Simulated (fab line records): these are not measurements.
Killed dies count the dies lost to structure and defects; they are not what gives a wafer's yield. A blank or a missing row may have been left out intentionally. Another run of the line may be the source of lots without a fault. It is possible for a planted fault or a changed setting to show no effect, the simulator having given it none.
Matching of chambers | flow berkeleyCmos170 | 4 sister chambers for UCB170_V1_CMP_02 on cmp-01
The step polishes SiO2. 16 wafers are shown with their chamber, then 8 later ones without.

== EACH WAFER AND ITS CHAMBER ==
wafer  | chamber | motorCurrentA (A) | edgeZonePressureFrac
L425.2 | 3       | 17.2              | 1.002
L425.4 | 0       | 14.3              | 0.998
L425.6 | 0       | 14.0              | 0.995
L428.1 | 2       | 14.6              | 1.002
L428.3 | 3       | 16.7              | 0.995
L428.6 | 1       | 19.8              | 1.005
L430.2 | 0       | 14.5              | 0.997
L430.4 | 2       | 15.0              | 1.002
L430.6 | 0       | 14.6              | 0.999
L432.2 | 3       | 15.9              | 1.004
L432.3 | 1       | 18.8              | 1.008
L432.5 | 1       | 18.5              | 1.002
L434.4 | 0       | 15.0              | 1.012
L434.5 | 1       | 19.4              | 1.006
L434.6 | 0       | 14.3              | 1.010
L435.1 | 1       | 19.3              | 1.013

SIGNATURES (averages over the wafers above)
reading              | chamber 0 | chamber 1 | chamber 2 | chamber 3 | scatter within a chamber
motorCurrentA        | 14.450    | 19.160    | 14.800    | 16.600    | 0.463
edgeZonePressureFrac | 1.00183   | 1.00680   | 1.00200   | 1.00033   | 0.00558
Rule: a wafer's distance from a chamber is the root of the sum, over the readings, of the square of ((its reading less the chamber's mean) divided by the reading's scatter). If the next closest chamber is less than 2 further off than the closest, the wafer can't be placed; otherwise it belongs to the closest. The scatter: take each reading less its chamber's mean, square it, sum over the shown wafers, divide by the number of wafers less the number of chambers, and take the root.

== WAFERS MISSING THEIR CHAMBER ==
wafer  | motorCurrentA (A) | edgeZonePressureFrac
L435.2 | 14.7              | 0.992
L435.6 | 14.6              | 0.995
L443.1 | 14.6              | 1.002
L443.2 | 15.8              | 1.001
L443.4 | 16.3              | 0.994
L445.1 | 14.4              | 0.993
L445.2 | 19.9              | 1.014
L445.5 | 14.1              | 0.996

== WHICH CHAMBER EACH ONE RAN IN ==
wafer  | from the rows above          | in truth
L435.2 | can't be placed: 2 or 0      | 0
L435.6 | can't be placed: 0 or 2      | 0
L443.1 | can't be placed: 0 or 2      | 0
L443.2 | can't be placed: 3 or 2 or 0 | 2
L443.4 | 3                            | 3
L445.1 | can't be placed: 0 or 2      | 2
L445.2 | 1                            | 1
L445.5 | can't be placed: 0 or 2      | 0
Placed correctly: 2 of 8. Unplaceable from these rows: 6, with the true chamber sitting among the candidates in 6. Wrongly placed: 0.
